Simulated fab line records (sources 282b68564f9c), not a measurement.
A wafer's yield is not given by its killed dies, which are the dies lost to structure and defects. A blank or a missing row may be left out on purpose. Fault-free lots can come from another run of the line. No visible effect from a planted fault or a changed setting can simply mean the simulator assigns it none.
Shared-tool check -- flow rit-cmos -- 27 wafers sampled across 9 lots

== WHY IT WAS OPENED ==
Of 9 lots, 4 have the reading NSD_RS flagged at RIT_SDANNEAL_RS_MEAS_05. Fault-free wafers read 84.54 ohm/sq, with a standard deviation of 0.28.
Rule: flag the lot when none of its wafers has a number, or when each of its wafers that has one lies beyond 4 standard deviations from that mean. As for the other lots, they are considered sound.

lot,measured,on,"NSD_RS (ohm/sq), wafer by wafer",flag
L434,day 3 03:55,film-metro-01,84.69 84.83 84.84,
L435,day 3 13:37,film-metro-03,85.03 84.69 84.71,
L436,day 3 16:10,film-metro-03,84.66 84.69 84.58,
L437,day 3 19:46,film-metro-02,84.10 84.02 83.93,
L438,day 4 03:04,film-metro-01,84.60 84.22 84.32,
L439,day 4 12:26,film-metro-01,126.72 126.91 126.96,FLAGGED
L440,day 4 14:38,film-metro-01,126.37 126.51 126.44,FLAGGED
L441,day 4 17:36,film-metro-03,126.87 126.69 127.08,FLAGGED
L442,day 5 01:00,film-metro-03,127.01 127.16 127.26,FLAGGED
Flagged lots average 126.83 ohm/sq: +42.29 ohm/sq relative to the usual, that is +99 or more standard deviations.

== TOOL THAT RAN EACH LOT ==
2 process steps preceding the reading are held in the record, out of 202 steps in the route. Read each cell as the tool, then ch plus the chambers that the sampled wafers visited, then the start.
lot,flag,RIT_PWELL_STRIP_09,RIT_NSD_IMPLANT_08
L434,,"plasma-asher-02 ch 0,1, day 2 00:27","implanter-04 ch 0, day 3 01:26"
L435,,"plasma-asher-03 ch 0,1, day 2 05:48","implanter-04 ch 0, day 3 11:17"
L436,,"plasma-asher-02 ch 0,1, day 2 09:47","implanter-02 ch 0, day 3 13:49"
L437,,"plasma-asher-03 ch 0, day 2 15:22","implanter-04 ch 0, day 3 17:04"
L438,,"plasma-asher-01 ch 0,1, day 2 19:32","implanter-04 ch 0, day 4 00:43"
L439,FLAGGED,"plasma-asher-02 ch 0,1, day 3 03:32","implanter-04 ch 0, day 4 10:04"
L440,FLAGGED,"plasma-asher-01 ch 0,1, day 3 07:50","implanter-04 ch 0, day 4 12:15"
L441,FLAGGED,"plasma-asher-01 ch 0,1, day 3 10:25","implanter-01 ch 0, day 4 14:55"
L442,FLAGGED,"plasma-asher-03 ch 0,1, day 3 16:00","implanter-01 ch 0, day 4 22:32"
What is done by these steps:
- RIT_PWELL_STRIP_09: strips in O2, time 180 s.
- RIT_NSD_IMPLANT_08
- RIT_SDANNEAL_RS_MEAS_05: measures by four-point-probe.

== FLAGGED OVER TOTAL, TOOL BY TOOL (the gauges that took the reading come last) ==
step,tool,lots run,flagged,share of the flagged lots,sound lots run after its first flagged lot
RIT_PWELL_STRIP_09,plasma-asher-01,3,2,some,0
RIT_PWELL_STRIP_09,plasma-asher-02,3,1,some,0
RIT_PWELL_STRIP_09,plasma-asher-03,3,1,some,0
RIT_NSD_IMPLANT_08,implanter-01,2,2,some,0
RIT_NSD_IMPLANT_08,implanter-02,1,0,none,-
RIT_NSD_IMPLANT_08,implanter-04,6,2,some,0
RIT_SDANNEAL_RS_MEAS_05,film-metro-01,4,2,some,0
RIT_SDANNEAL_RS_MEAS_05,film-metro-02,1,0,none,-
RIT_SDANNEAL_RS_MEAS_05,film-metro-03,4,2,some,0

== WHAT THE TABLE ALLOWS ==
No row of the table ran every flagged lot.

== WHAT WAS PUT IN BY THE SIMULATOR ==
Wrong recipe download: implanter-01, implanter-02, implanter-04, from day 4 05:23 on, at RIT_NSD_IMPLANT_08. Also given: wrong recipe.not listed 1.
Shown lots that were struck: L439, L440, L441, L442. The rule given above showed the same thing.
